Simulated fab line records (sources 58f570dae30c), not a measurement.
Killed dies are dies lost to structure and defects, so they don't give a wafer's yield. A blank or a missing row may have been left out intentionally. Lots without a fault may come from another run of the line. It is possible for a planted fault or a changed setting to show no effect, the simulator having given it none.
8D (eight disciplines) problem report, filled in by code -- flow berkeley_cmos170 -- the parts of the form that need people (team, actions taken, sign-off) are left out

## 1. PROBLEM STATEMENT
Mean of developer_temp_C at UCB170_GATE_DEVELOP_11: 18.92 C across 6 wafers in 2 lots; on wafers with no fault it is 21.01 C (standard deviation 0.11). Measured from the usual mean, that is -19 standard deviations.
The step: develop time 45 s.
Earliest sighting: wafer L825.3 on litho_track-01 at day 9 09:00. The record holds 42 wafers of 14 lots with a number at this step. The rule behind "out" and "out of limits": a value lying over 4 standard deviations away from the usual mean. The rest of the wafers with a number are treated as sound.

## 2. WHAT IT IS, AND WHAT IT ISN'T
question,is,is not
which readings at this step,developer_temp_C,-
which lots,"L825, L828","L815, L816, L817, L818, L819, L821, L824, L831, L832, L834, L836, L837"
which wafers of those lots,all that have a number,-
read on which tools,litho_track-01,"litho_track-02, litho_track-03"
when,from day 9 09:00,"up to then (21 sound wafers); but 15 sound wafers of L831, L832, L834, L836, L837 came after"

## 3. WHAT RULES OUT EACH SUSPECT
Counting: a tool at any process step up to the reading remains a suspect when it ran all the lots that are out and ran no sound lot after the first of those.
- rie_diel-02 at UCB170_ZERO_ETCH_06 (etches SiO2 in CHF3/CF4/Ar, time 12 s): ruled out as a lasting fault. Following L825 (day 3 21:23), the first lot on it that is out, the sound lots L831, L836 were run on it.
- litho_track-01 at UCB170_GATE_DEVELOP_11 (develop time 45 s): kept. All lots that are out passed through it, beginning with L825 at day 9 09:00, and no sound lot followed; its final sound lot before that point was L821 at day 8 04:00. Its own developer_temp_C readings are out on those wafers.
Remaining after the count: litho_track-01 at UCB170_GATE_DEVELOP_11.

## 4. THE CAUSE (what the simulator had put in)
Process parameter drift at UCB170_GATE_DEVELOP_11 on litho_track-01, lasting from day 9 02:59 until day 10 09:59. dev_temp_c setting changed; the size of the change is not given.
This tool alone remained once counting was done.

## 5. THE CHAIN OF EFFECTS, in route order
Rows list readings where the struck wafers' mean (over those with a number) sits beyond 3 standard deviations from the usual. Readings are gone through only where the record gives a usual standard deviation; hours: the median, over the lots, of the time from a lot's start at the first step in this table giving one to that lot's start at this step; sigmas: the change measured in usual standard deviations.
hours,step,reading,usual,on struck wafers,change,sigmas
0,UCB170_GATE_DEVELOP_11,developer_temp_C,21.01 C,18.92,-2.09,-19
It contains these process steps:
- UCB170_GATE_DEVELOP_11: develop time 45 s.
Later steps that measure or inspect, where all struck wafers having a row at the step show a number for every such reading and not one has moved that far: UCB170_M2_RS_MEAS_02.

## 6. HOW IT WOULD HAVE BEEN CAUGHT EARLIER
First out-of-limits reading in this record: day 9 09:00, which is 6 hours after fault onset at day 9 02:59.
